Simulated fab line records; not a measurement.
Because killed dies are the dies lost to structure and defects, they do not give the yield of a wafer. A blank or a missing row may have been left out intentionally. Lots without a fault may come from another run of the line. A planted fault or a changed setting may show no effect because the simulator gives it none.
One fault seen from 2 desks    flow rit-cmos    each desk holds nothing but its own numbers, with what lay behind them at the end

== DESK OF THE TOOL OWNER: litho-track-02 ==
The tool's own readings at RIT_PRETRO_COAT_01 (resist thk 1300 nm): means of the sampled wafers that have a number, for each lot that ran on this tool. Any lot whose mean is over 4 standard deviations away from the usual mean is out of limits and marked OUT; that distance is given in the brackets.
Columns: A = chill-plate-temp-C at RIT_PRETRO_COAT_01, usual 23.00 C; B = dispense-pressure-kPa at RIT_PRETRO_COAT_01, usual 52.9 kPa
lot   first seen here  A      B
L185  day 2 11:28      22.95  51.4
L187  day 2 21:11      22.96  51.4
L191  day 3 18:07      22.89  51.4
L192  day 3 23:13      23.07  51.4
L194  day 4 11:17      23.01  51.4
L202  day 6 00:20      23.22  51.4
L205  day 6 15:15      22.97  51.4
This desk's finding: nothing out of limits on any of the 7 lots.

== AT THE METROLOGY DESK ==
What the gauges read for every lot (on any tool): the sampled wafers with a number, averaged. Any lot whose mean is over 4 standard deviations away from the usual mean is out of limits and marked OUT; that distance is given in the brackets.
Columns: A = ACTIVE_OXIDE_THK at RIT_ACTIVE_THK_MEAS_02, usual 47.0 nm; B = FIELD_OXIDE_LEFT_1_THK at RIT_FOX2_THK_MEAS_90, usual 303 nm; C = PRETRO_OVL at RIT_PRETRO_OVL_MEAS_06, usual -0.8 nm
lot   first seen here  A     B    C
L185  day 1 17:03      46.7  316  -0.5
L186  day 1 22:04      47.1  302  -1.0
L187  day 2 03:03      47.9  293  -0.4
L188  day 2 08:04      47.4  301  -1.4
L191  day 2 23:04      47.7  302  -2.1
L192  day 3 04:37      48.1  306  -1.4
L194  day 3 14:03      48.5  298  -2.0
L195  day 3 20:18      46.9  301  -
L196  day 4 01:20      47.6  302  -
L197  day 4 05:55      47.1  303  -
L202  day 5 06:03      47.8  300  0.1
L204  day 5 16:03      47.4  305  -1.1
L205  day 5 21:03      47.7  301  0.8
L206  day 6 02:03      45.8  290  -2.4
L207  day 6 07:04      48.3  303  -0.4
This desk's finding: nothing out of limits on any of the 15 lots.

== PUT TOGETHER ==
The tool owner's desk saw nothing out of limits.
From the metrology desk's view, nothing was out of limits.

== WHAT THE SIMULATOR PUT IN ==
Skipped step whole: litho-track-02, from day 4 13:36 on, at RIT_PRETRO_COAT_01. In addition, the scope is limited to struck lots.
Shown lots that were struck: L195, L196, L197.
